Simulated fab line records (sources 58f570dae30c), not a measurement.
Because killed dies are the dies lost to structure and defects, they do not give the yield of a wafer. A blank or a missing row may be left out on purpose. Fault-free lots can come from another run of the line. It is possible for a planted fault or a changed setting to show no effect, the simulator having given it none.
Which tool did it?	flow berkeley_cmos170	36 wafers from 12 lots sampled at 2 of the route's 331 steps

WHAT THE GAUGES SHOWED, per wafer
UCB170_NLDD_OVL_MEAS_07.
lot	measured	on	NLDD_OVL (nm)
L610	day 6 04:29	overlay-02	-4 -10 -5
L611	day 6 09:48	overlay-02	0 -9 -6
L612	day 6 18:22	overlay-02	-6 7 -8
L613	day 6 18:53	overlay-01	2 9 -1
L614	day 7 09:26	overlay-02	-5 -4 -1
L615	day 7 09:41	overlay-02	6 -8 -2
L616	day 7 23:28	overlay-01	9 5 -10
L621	day 8 20:00	overlay-01	-5 -6 -1
L623	day 9 03:34	overlay-02	-13 -9 -12
L629	day 9 23:32	overlay-02	-7 -17 -15
L632	day 10 14:33	overlay-01	-11 0 -4
L633	day 10 21:16	overlay-02	-4 -13 -2

UCB170_V1_OVL_MEAS_13.
lot	measured	on	V1_OVL (nm)
L610	day 7 04:31	overlay-01	-9 -8 -1
L611	day 7 08:49	overlay-01	-4 -5 0
L612	day 8 01:35	overlay-01	-6 9 -4
L613	day 8 01:28	overlay-02	9 7 5
L614	day 8 10:17	overlay-01	-3 3 6
L615	day 8 10:31	overlay-02	-3 -12 -5
L616	day 8 22:02	overlay-02	0 -3 4
L621	day 9 23:46	overlay-02	-7 -6 0
L623	day 10 10:57	overlay-01	-6 -2 -6
L629	day 11 06:23	overlay-02	-8 -9 -13
L632	day 11 18:24	overlay-01	0 -4 -1
L633	day 11 22:24	overlay-02	-16 -14 -13

EACH LOT AND THE TOOL THAT RAN IT (in order: tool; ch and the chambers of the sampled wafers; start)
The record holds no process step before these readings.

WHAT THE TOOLS THEMSELVES READ (means of the sampled wafers that have a number; where no wafer has one, the mark that the record gives instead)
The record holds no such reading with a usual standard deviation.

THE ANSWER, worked out from the rows above alone
Rule: what is usual is taken from the lots themselves. The widest of any qualifying gaps counts: lots, ordered by their means at a reading, are off when they make up no more than a third of the lots, leave a main group of 4 or more, and stand apart from it by 3 or more times the standard deviation of that group's means. Not used: any main group whose means are identical at the precision the tables above print for the reading. Also off: a lot with no number at a reading for which 4 or more lots have one. All remaining lots with rows at the step are treated as sound. The gauges are gone through in route order, then the tools' own readings, and for those a lot's mean is taken as printed above. At the first step where some lot is off, the reading lying furthest off is the one used; lots without a number count as furthest.
None of the lots is off at any reading shown; this tells nothing.

WHAT THE SIMULATOR PUT IN
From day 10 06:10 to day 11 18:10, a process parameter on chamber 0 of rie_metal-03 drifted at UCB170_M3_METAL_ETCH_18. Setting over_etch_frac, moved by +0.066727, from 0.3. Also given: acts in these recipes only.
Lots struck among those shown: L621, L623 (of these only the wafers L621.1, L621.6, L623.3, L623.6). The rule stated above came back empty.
